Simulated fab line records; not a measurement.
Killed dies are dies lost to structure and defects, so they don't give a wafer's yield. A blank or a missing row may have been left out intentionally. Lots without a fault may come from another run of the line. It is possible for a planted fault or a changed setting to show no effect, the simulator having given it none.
A struck lot beside a sound one || flow rit cmos || 15 out of 202 route steps
Sound: wafers L664.1, L664.2, L664.3. Struck: wafers L682.1, L682.5, L682.6. At the end, the cause is stated.
For every step that has rows: the tool of each side, followed by ch and its chambers, followed by its first start. Under that, the readings that differ: sound wafers || struck wafers || difference of the means || sigmas: that difference in standard deviations of wafers without a fault.
alike: same words and numbers on both sides, and readings whose means sit less than 2 such deviations apart. not compared: any withheld reading, any reading some wafer has no value for, any bound like >300 that may hide the same value, and any number with overlapping values for which the record gives no deviation.
A row with sigmas, a row that says differs or no value, or rows on one side alone: a step with any of these is where the two part. When numbers do not overlap yet have no deviation, they are printed without sigmas and do not part them. A reading that every wafer of one side lacks parts them only if that side has two wafers or more.

first, 1 step without rows for these wafers: RIT_NLDD_IMPLANT_08.
RIT_NLDD_STRIP_09: strips in O2, time 180 s.
  sound on plasma asher-01 ch 0,1, day 3 04:17; struck on plasma asher-03 ch 0,1, day 6 17:20
  alike: chamber pressure mTorr, drypump motor current A, run length s
  not compared: rf hours counter h
RIT_NLDD_TW_MEAS_10:
  sound: film metro-03 at day 3 04:28; struck: film metro-04 at day 6 17:31
  alike: NLDD_TW
then, 6 steps without rows for these wafers: RIT_PLDD_HMDS_00 (prime time 60 s); RIT_PLDD_COAT_01 (resist thk 1000 nm); RIT_PLDD_SOFTBAKE_02 (time 60 s); RIT_PLDD_EXPOSE_03 (exposes mask M8, target cd 40900 nm); RIT_PLDD_PEB_04; RIT_PLDD_DEVELOP_05 (develop time 50 s).
RIT_PLDD_OVL_MEAS_06:
  sound: overlay-02 at day 3 05:22; struck: overlay-01 at day 6 18:33
  alike: PLDD_OVL
then, 2 steps without rows for these wafers: RIT_PLDD_HARDBAKE_07 (time 60 s); RIT_PLDD_IMPLANT_08.
RIT_PLDD_STRIP_09: strips in O2, time 180 s.
  sound on plasma asher-04 ch 0,1, day 3 05:43; struck on plasma asher-04 ch 0,1, day 6 18:53
{"reading": "run length s (s)", "sound": "208.4 208.0 207.8", "struck": "72.3 72.4 72.2", "difference": -135.8, "sigmas": "-99 or more"}
{"reading": "model.NOVOLAK_of_PLDD_COAT_01.thk nm (nm)", "sound": "0 0 0", "struck": "225 223.6 226.8", "difference": "+225", "sigmas": ""}
  alike: chamber pressure mTorr, drypump motor current A
  not compared: rf hours counter h
RIT_PLDD_TW_MEAS_10:
  sound: film metro-02 at day 3 05:53; struck: film metro-02 at day 6 19:04
  alike: PLDD_TW
RIT_M1_PROBE_99:
  sound: prober-01 at day 3 20:23; struck: prober-01 at day 7 09:05
{"reading": "killed at front end", "sound": "10 5 4", "struck": "264 264 263", "difference": "+257", "sigmas": "+92"}
{"reading": "killed dies", "sound": "10 5 4", "struck": "264 264 264", "difference": "+258", "sigmas": "+92"}
{"reading": "killed on rim", "sound": "2 2 0", "struck": "70 70 70", "difference": "+69", "sigmas": "+53"}
  alike: killed at contacts, killed open, killed short

## WHERE THEY PART
At RIT_PLDD_STRIP_09 first; at RIT_M1_PROBE_99 last (within this record only).

WHY: the cause the simulator had injected
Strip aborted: plasma asher-04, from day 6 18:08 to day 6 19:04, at RIT_PLDD_STRIP_09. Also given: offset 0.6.
